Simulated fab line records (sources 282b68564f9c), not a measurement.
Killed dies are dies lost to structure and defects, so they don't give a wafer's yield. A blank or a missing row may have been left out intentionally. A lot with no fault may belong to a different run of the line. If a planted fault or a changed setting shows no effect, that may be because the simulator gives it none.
Problem report in the 8D (eight disciplines) form, filled by code | flow ritCmos | the parts of the form that need people (team, actions taken, sign-off) are left out

## 1. WHAT IS WRONG
Across 6 wafers from 2 lots, ACTIVE_NITRIDE_THK at RIT_ACTIVE_THK_MEAS_04 averages 231.5 nm, while fault-free wafers read 149.8 nm with a standard deviation of 1.2. Relative to the usual mean, that is a shift of +68 standard deviations.
First seen on wafer L564.1, day 3 20:32, on filmMetro-04. Wafers with a number at this step in the record: 42, from 14 lots. Rule for "out", or "out of limits": more than 4 standard deviations from the usual mean. Any other wafer with a number is counted as sound.

## 2. WHAT IT IS, AND WHAT IT ISN'T
question                    | is                     | is not
which readings at this step | ACTIVE_NITRIDE_THK     | -
which lots                  | L564, L565             | L553, L554, L555, L556, L557, L559, L561, L563, L566, L572, L573, L576
which wafers of those lots  | all that have a number | -
read on which gauges        | filmMetro-04           | filmMetro-02, filmMetro-03
when                        | from day 3 20:32       | up to then (24 sound wafers); but 12 sound wafers of L566, L572, L573, L576 came after

## 3. WHAT RULES OUT EACH SUSPECT
Counting: a tool at a process step up to the reading stays a suspect if it ran every lot that is out and no sound lot after the first of them.
- ruled out: the gauge at RIT_ACTIVE_THK_MEAS_04. All the wafers that are out were read on filmMetro-04, but those of them that RIT_ACTIVE_ETCH_13 has rows for are out there too, on other tools.
- lpcvd-02 at RIT_ACTIVE_CVD_03 (deposits Si3N4 from SiH2Cl2/NH3, target thk 150 nm, time 1500 s): kept. It ran every lot that is out, first L564 (day 3 19:07), and no sound lot after that; its last sound lot up to then is L563 (day 3 14:49).
Left after counting: lpcvd-02 at RIT_ACTIVE_CVD_03.

## 4. THE CAUSE (what the simulator had put in)
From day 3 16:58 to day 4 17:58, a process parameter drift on lpcvd-02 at RIT_ACTIVE_CVD_03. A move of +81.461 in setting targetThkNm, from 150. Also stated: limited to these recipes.
Counting left only this tool.

## 5. THE EFFECT CHAIN, in route order
Each row: a reading whose mean over the struck wafers that have a number lies more than 3 standard deviations from the usual. Scope: only readings with a usual standard deviation given in the record; hours: median across lots of the time from each lot's start at the first step in this table that gives one to its start at this step; sigmas: change in usual standard deviations.
hours | step                   | reading            | usual      | on struck wafers | change | sigmas
0     | RIT_ACTIVE_THK_MEAS_04 | ACTIVE_NITRIDE_THK | 149.8 nm   | 231.5            | +81.7  | +68
1     | RIT_ACTIVE_ETCH_13     | oesProductAu       | 0.817 a.u. | 0.985            | +0.168 | +15
Here are the process steps it includes:
- RIT_ACTIVE_ETCH_13: etches Si3N4 in SF6, stops on SiO2, time 210 s, target depth 210 nm.

## 6. HOW IT WOULD HAVE BEEN CAUGHT EARLIER
In this record the first reading out of limits at a measuring or inspecting step was taken at day 3 20:32, 4 hours after the fault began at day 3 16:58.
Of the tool readings at RIT_ACTIVE_CVD_03 for which the record gives a usual standard deviation, none was out on any struck wafer, so an alarm limit of 4 standard deviations on them would not have fired.
Of the lots that are out (2), L565 began RIT_ACTIVE_CVD_03 on lpcvd-02 after day 3 20:32. Holding the tool at that time would have saved it.
